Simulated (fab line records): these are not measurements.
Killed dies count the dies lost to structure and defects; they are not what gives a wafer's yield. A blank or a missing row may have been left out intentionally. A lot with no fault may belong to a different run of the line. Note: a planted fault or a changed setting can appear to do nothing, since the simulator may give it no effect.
Which tool was responsible? + flow berkeley_cmos170 + 42 wafers sampled from 14 lots at 1 step of a route of 331

== WHAT THE GAUGES SHOWED, per wafer ==
Not one reading of a measure or inspect step in the record can be checked against a usual standard deviation.

== TOOL THAT RAN EACH LOT (tool first, then ch and the chambers of the sampled wafers, then the start) ==
| lot  | UCB170_V2_STRIP_15                   |
|------|--------------------------------------|
| L552 | plasma_asher-04 ch 0,1, day 8 00:43  |
| L553 | plasma_asher-04 ch 0,1, day 8 10:31  |
| L555 | plasma_asher-02 ch 1, day 8 20:32    |
| L558 | plasma_asher-03 ch 0,1, day 8 20:50  |
| L554 | plasma_asher-02 ch 0,1, day 8 21:05  |
| L557 | plasma_asher-03 ch 0,1, day 8 21:19  |
| L556 | plasma_asher-02 ch 0,1, day 8 21:35  |
| L560 | plasma_asher-04 ch 0, day 9 18:34    |
| L559 | plasma_asher-04 ch 0, day 9 18:50    |
| L563 | plasma_asher-02 ch 0,1, day 10 01:59 |
| L565 | plasma_asher-03 ch 0,1, day 10 11:19 |
| L564 | plasma_asher-02 ch 0,1, day 10 12:01 |
| L568 | plasma_asher-03 ch 0,1, day 11 10:01 |
| L574 | plasma_asher-02 ch 0,1, day 12 01:12 |
- UCB170_V2_STRIP_15: strips in O2.

== WHAT THE TOOLS THEMSELVES READ (means of the sampled wafers that have a number; where no wafer has one, the mark that the record gives instead) ==
UCB170_V2_STRIP_15. Usual: chamber_pressure_mTorr 3500 mTorr, standard deviation 3.2; drypump_motor_current_A 5.7 A, standard deviation 0.35; oes_product_au 0.721 a.u., standard deviation 0.0046; strip_time_to_endpoint_s 15.30 s, standard deviation 0.089.
| lot  | tool            | chamber_pressure_mTorr (mTorr) | drypump_motor_current_A (A) | oes_product_au (a.u.) | strip_time_to_endpoint_s (s) | flag |
|------|-----------------|--------------------------------|-----------------------------|-----------------------|------------------------------|------|
| L552 | plasma_asher-04 | 3502                           | 5.7                         | 0.723                 | 15.22                        |      |
| L553 | plasma_asher-04 | 3496                           | 5.7                         | 0.717                 | 15.24                        |      |
| L555 | plasma_asher-02 | 3500                           | 5.3                         | 0.720                 | 15.33                        |      |
| L558 | plasma_asher-03 | 3501                           | 6.0                         | 0.722                 | 15.32                        |      |
| L554 | plasma_asher-02 | 3500                           | 5.4                         | 0.724                 | 15.23                        |      |
| L557 | plasma_asher-03 | 3499                           | 6.0                         | 0.721                 | 15.34                        |      |
| L556 | plasma_asher-02 | 3503                           | 5.6                         | 0.724                 | 15.32                        |      |
| L560 | plasma_asher-04 | 3500                           | 5.8                         | 0.727                 | 15.31                        |      |
| L559 | plasma_asher-04 | 3504                           | 5.8                         | 0.722                 | 15.16                        |      |
| L563 | plasma_asher-02 | 3501                           | 5.6                         | 0.718                 | 15.29                        |      |
| L565 | plasma_asher-03 | -                              | -                           | -                     | -                            | OFF  |
| L564 | plasma_asher-02 | -                              | -                           | -                     | -                            | OFF  |
| L568 | plasma_asher-03 | 3500                           | 5.7                         | 0.722                 | 15.28                        |      |
| L574 | plasma_asher-02 | 3500                           | 5.4                         | 0.722                 | 15.24                        |      |

== THE ANSWER, worked out from the rows above alone ==
Rule: lot off if the mean of its wafers having a number is beyond 3 standard deviations from the usual mean. A lot without any number at a reading at which 4 lots or more have one is off too. Where the step has rows for the other lots, those lots are counted as sound. The gauges are gone through in route order, then the tools' own readings, and for those a lot's mean is taken as printed above. At the first step where some lot is off, the reading lying furthest off is the one used; lots without a number count as furthest.
Off, at UCB170_V2_STRIP_15 on chamber_pressure_mTorr: L565, L564. Without a number there: L565, L564.
If a tool, at that step or one of the process steps before it, ran each lot that is off and ran no sound lot following the first of them, it fits. Of those tried, none fits.

== WHAT THE SIMULATOR PUT IN ==
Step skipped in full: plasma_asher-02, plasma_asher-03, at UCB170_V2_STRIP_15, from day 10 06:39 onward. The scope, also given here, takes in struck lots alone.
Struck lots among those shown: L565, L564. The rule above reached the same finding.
